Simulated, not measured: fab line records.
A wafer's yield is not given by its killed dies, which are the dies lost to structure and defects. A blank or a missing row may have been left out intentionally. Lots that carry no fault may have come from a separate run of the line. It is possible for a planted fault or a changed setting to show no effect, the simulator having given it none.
Problem report, 8D (eight disciplines) form, completed by code :: flow berkeley_cmos170 :: the parts of the form that need people (team, actions taken, sign-off) are left out

## 1. THE ISSUE
PFIELD_TW at UCB170_PFIELD_TW_MEAS_09 reads a mean of 634 on 6 wafers of 2 lots; wafers without a fault read 602 with a standard deviation of 3.5. Measured from the usual mean, that is +9.0 standard deviations.
Seen first at day 7 11:59 on film_metro-04, wafer L530.1. At this step, 42 wafers from 14 lots have a number in the record. The rule behind "out" and "out of limits": a value lying over 4 standard deviations away from the usual mean. The other wafers with a number count as sound.

## 2. WHAT IT IS; WHAT IT IS NOT
question: which readings at this step
is: PFIELD_TW
is not: -

question: which lots
is: L528, L530
is not: L516, L517, L518, L519, L520, L521, L522, L527, L533, L536, L537, L538

question: which wafers of those lots
is: all that have a number
is not: -

question: read on which gauges
is: film_metro-03, film_metro-04
is not: film_metro-02

question: when
is: from day 7 11:59
is not: up to then (24 sound wafers); but 12 sound wafers of L533, L536, L537, L538 came after

## 3. THE SUSPECTS, EACH WITH WHAT RULES IT OUT
Counting: a tool at a process step up to the reading stays a suspect if it ran every lot that is out and no sound lot after the first of them.
- ruled out: the gauge at UCB170_PFIELD_TW_MEAS_09. The wafers that are out were read on 2 gauges (film_metro-03, film_metro-04).
- implanter-01 at UCB170_PFIELD_IMPLANT_07: kept. It ran every lot that is out, first L530 (day 7 11:44), and no sound lot after that; its last sound lot up to then is L521 (day 6 12:04). Its own readings are out on those wafers: dose_ions_cm2, faraday_current_uA.
Left after counting: implanter-01 at UCB170_PFIELD_IMPLANT_07.

## 4. THE CAUSE (what the simulator had put in)
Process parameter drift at UCB170_PFIELD_IMPLANT_07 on implanter-01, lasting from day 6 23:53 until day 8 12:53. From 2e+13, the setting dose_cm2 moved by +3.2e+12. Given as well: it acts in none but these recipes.
Counting left only this tool.

## 5. THE EFFECT CHAIN, in route order
One row per reading whose mean, taken over the struck wafers that have a number, lies over 3 standard deviations from the usual. Only readings whose record carries a usual standard deviation are examined. hours: median over the lots of the time between each lot's start at the first step of this table that gives one and its start at this step. sigmas: the change, counted in usual standard deviations.
hours: 0
step: UCB170_PFIELD_IMPLANT_07
reading: dose_ions_cm2
usual: 2e+13
on struck wafers: 2e+13
change: +3e+12
sigmas: +99 or more

hours: 0
step: UCB170_PFIELD_IMPLANT_07
reading: faraday_current_uA
usual: 63.6
on struck wafers: 73.8
change: +10.2
sigmas: +8.5

hours: 0
step: UCB170_PFIELD_TW_MEAS_09
reading: PFIELD_TW
usual: 602
on struck wafers: 634
change: +32
sigmas: +9.0
Process steps it contains:
- UCB170_PFIELD_IMPLANT_07
Later steps that measure or inspect, where all struck wafers having a row at the step show a number for every such reading and not one has moved that far: UCB170_FIELD_THK_MEAS_02, UCB170_SCREENOX_THK_MEAS_02.

## 6. WHAT WOULD HAVE CAUGHT IT SOONER
The first out-of-limits reading at a measuring or inspecting step in this record came at day 7 11:59, 12 hours after the fault's start at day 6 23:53.
Tool's own readings at UCB170_PFIELD_IMPLANT_07, dose_ions_cm2, faraday_current_uA: out on all struck wafers the step has rows for; an alarm limit on them would have tripped on the first.
L528, from the lots that are out (2), started UCB170_PFIELD_IMPLANT_07 on implanter-01 later than day 7 11:59. It would have been spared by a hold on the tool at that moment.
